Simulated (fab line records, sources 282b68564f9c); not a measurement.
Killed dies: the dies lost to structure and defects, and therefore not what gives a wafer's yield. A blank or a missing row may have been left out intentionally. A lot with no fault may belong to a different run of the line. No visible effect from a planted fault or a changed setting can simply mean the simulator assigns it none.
Split-lot study ; flow rit-cmos ; 5 lots, 23 wafers read, on a route of 202 steps

== THE SPLIT ==
At RIT_ACTIVE_CVD_03 (deposits Si3N4 from SiH2Cl2/NH3, target thk 150 nm, time 1500 s), the setting sih2cl2-flow-sccm was moved away from the recipe's 60 sccm on 20 of the 23 wafers read, by -13.0% to +10.5%. All remaining wafers had this setting at the recipe value.

The file shows no step between the split and the reading.

== THE READING ==
ACTIVE_NITRIDE_THK in nanometres, read at RIT_ACTIVE_THK_MEAS_04. A value of 150.2 nm with a standard deviation of 1.3 nm is what fault-free wafers of this fab line usually give.

wafer;tool, chamber at the split;sih2cl2-flow-sccm as run, sccm;against the recipe;ACTIVE_NITRIDE_THK, nm;against lot-mates on the recipe
L076.2;-, -;66.28;+10.5%;156.1;no lot-mate on the recipe
L076.3;-, -;66.28;+10.5%;154.2;no lot-mate on the recipe
L076.4;-, -;66.28;+10.5%;155.7;no lot-mate on the recipe
L076.5;-, -;66.28;+10.5%;156.6;no lot-mate on the recipe
L076.6;-, -;66.28;+10.5%;155.3;no lot-mate on the recipe
L077.2;lpcvd-02, 0;60;recipe;150.9;-
L077.4;lpcvd-02, 0;60;recipe;149.3;-
L077.6;lpcvd-02, 0;60;recipe;150.6;-
L080.1;-, -;52.19;-13.0%;146.8;no lot-mate on the recipe
L080.2;-, -;52.19;-13.0%;146.6;no lot-mate on the recipe
L080.3;-, -;52.19;-13.0%;147.0;no lot-mate on the recipe
L080.4;-, -;52.19;-13.0%;146.8;no lot-mate on the recipe
L080.5;-, -;52.19;-13.0%;145.6;no lot-mate on the recipe
L081.1;-, -;65.56;+9.3%;155.8;no lot-mate on the recipe
L081.3;-, -;65.56;+9.3%;154.9;no lot-mate on the recipe
L081.4;-, -;65.56;+9.3%;155.0;no lot-mate on the recipe
L081.5;-, -;65.56;+9.3%;155.3;no lot-mate on the recipe
L081.6;-, -;65.56;+9.3%;155.0;no lot-mate on the recipe
L083.1;-, -;64.91;+8.2%;153.7;no lot-mate on the recipe
L083.2;-, -;64.91;+8.2%;152.3;no lot-mate on the recipe
L083.3;-, -;64.91;+8.2%;154.2;no lot-mate on the recipe
L083.5;-, -;64.91;+8.2%;153.4;no lot-mate on the recipe
L083.6;-, -;64.91;+8.2%;153.5;no lot-mate on the recipe

THE FIT
A straight line over all 23 wafers: ACTIVE_NITRIDE_THK changes by +0.375 nm for each +1% of sih2cl2-flow-sccm; r = +0.97; the points scatter about the line by 0.91 nm.
Too few moved wafers have a lot-mate on the recipe to fit a line with each lot's own level taken away.

== THE WHOLE CHAIN: every reading that the file lists as answering this split, in the file's order ==
step;what it does;reading;change (the file's fit);r (the file's)
RIT_ACTIVE_CVD_03;deposits Si3N4 from SiH2Cl2/NH3, target thk 150 nm, time 1500 s;Si3N4_of_ACTIVE_CVD_03.thk-nm (the simulator's own value, which no gauge read);+0.378 nm for each +1% of the setting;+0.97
RIT_ACTIVE_THK_MEAS_04;;ACTIVE_NITRIDE_THK;+0.376 for each +1% of the setting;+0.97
RIT_FOX1_WET_ETCH_02;etches SiO2 in BOE, target depth 350 nm, time 390 s;Si3N4_of_ACTIVE_CVD_03.thk-nm (the simulator's own value, which no gauge read);+0.373 nm for each +1% of the setting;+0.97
RIT_M1_PROBE_99;;etest.pmos-turned.r-on-ohm-um (the simulator's own value, which no gauge read);-74.3 for each +1% of the setting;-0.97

== FILE'S OWN FIT ==
ACTIVE_NITRIDE_THK changes by +0.376 nm for each +1% of sih2cl2-flow-sccm, r = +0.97.
